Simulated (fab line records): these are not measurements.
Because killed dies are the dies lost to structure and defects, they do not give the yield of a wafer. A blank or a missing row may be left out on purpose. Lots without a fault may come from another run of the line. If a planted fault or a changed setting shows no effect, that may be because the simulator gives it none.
The tool behind it: which one? | flow berkeley cmos170 | 7 lots with 21 wafers sampled at 3 steps, on a route of 331 steps

== WHAT EACH GAUGE READ, for each wafer ==
UCB170_SILICIDE_RS_MEAS_02: measures by four-point-probe.
lot  | measured     | on            | SILICIDE_TI_RS (ohm/sq)
L131 | day 7 22:51  | film metro-02 | 26.4 26.4 26.1
L134 | day 8 21:09  | film metro-02 | 25.7 25.6 25.9
L135 | day 8 21:23  | film metro-01 | 26.3 26.4 26.4
L142 | day 10 17:17 | film metro-02 | 34.1 34.0 34.1
L147 | day 12 01:02 | film metro-02 | 26.4 26.7 26.3
L150 | day 12 01:27 | film metro-02 | 26.6 26.5 26.3
L154 | day 12 14:44 | film metro-02 | 26.8 26.6 26.5

== TOOL THAT RAN EACH LOT (tool first, then ch and the chambers of the sampled wafers, then the start) ==
lot  | UCB170_PSD_STRIP_09                  | UCB170_SILICIDE_SPUTTER_01
L131 | plasma asher-01 ch 0,1, day 7 15:19  | pvd sputter-03, day 7 22:48
L134 | plasma asher-04 ch 0,1, day 8 16:19  | pvd sputter-03, day 8 21:07
L135 | plasma asher-01 ch 0,1, day 8 16:32  | pvd sputter-01, day 8 21:20
L142 | plasma asher-01 ch 0,1, day 10 12:55 | pvd sputter-03, day 10 17:15
L147 | plasma asher-02 ch 0,1, day 11 18:38 | pvd sputter-02, day 12 00:56
L150 | plasma asher-04 ch 0,1, day 11 19:30 | pvd sputter-01, day 12 01:25
L154 | plasma asher-01 ch 0,1, day 12 11:29 | pvd sputter-01, day 12 14:42
- UCB170_PSD_STRIP_09: strips in O2.
- UCB170_SILICIDE_SPUTTER_01: material Ti, target thk 30 nm, time 25 s.

== THE ANSWER, worked out from the rows above alone ==
Rule: usual is defined by the lots themselves. Put in order of their means at a reading, lots are off if they are a third of the lots or fewer, leave a main group of 4 or more, and stand apart from it by a gap of 3 or more times the standard deviation of the main group's means; of several such gaps the widest counts. A main group is skipped when, at the precision printed for the reading in the tables above, its means are all equal. Also off: a lot with no number at a reading for which 4 or more lots have one. Where the step has rows for the other lots, those lots are counted as sound.
Off: at UCB170_SILICIDE_RS_MEAS_02 (SILICIDE_TI_RS), L142. For the main group the mean is 26.3 ohm/sq and the standard deviation 0.29.
If a tool, at a process step before that reading, ran all the lots that are off and no sound lot after the first of them, it fits. The gauges at UCB170_SILICIDE_RS_MEAS_02 are tried like those tools. One fits: pvd sputter-03 at UCB170_SILICIDE_SPUTTER_01. A fault onset in the window from L134 (day 8 21:07, its last sound lot) to L142 (day 10 17:15, its first lot off) fits.

== WHAT THE SIMULATOR HAD INSERTED ==
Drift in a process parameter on pvd sputter-03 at UCB170_SILICIDE_SPUTTER_01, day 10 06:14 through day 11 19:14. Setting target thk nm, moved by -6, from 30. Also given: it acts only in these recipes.
Lots struck among those shown: L142. The rule above found the same.
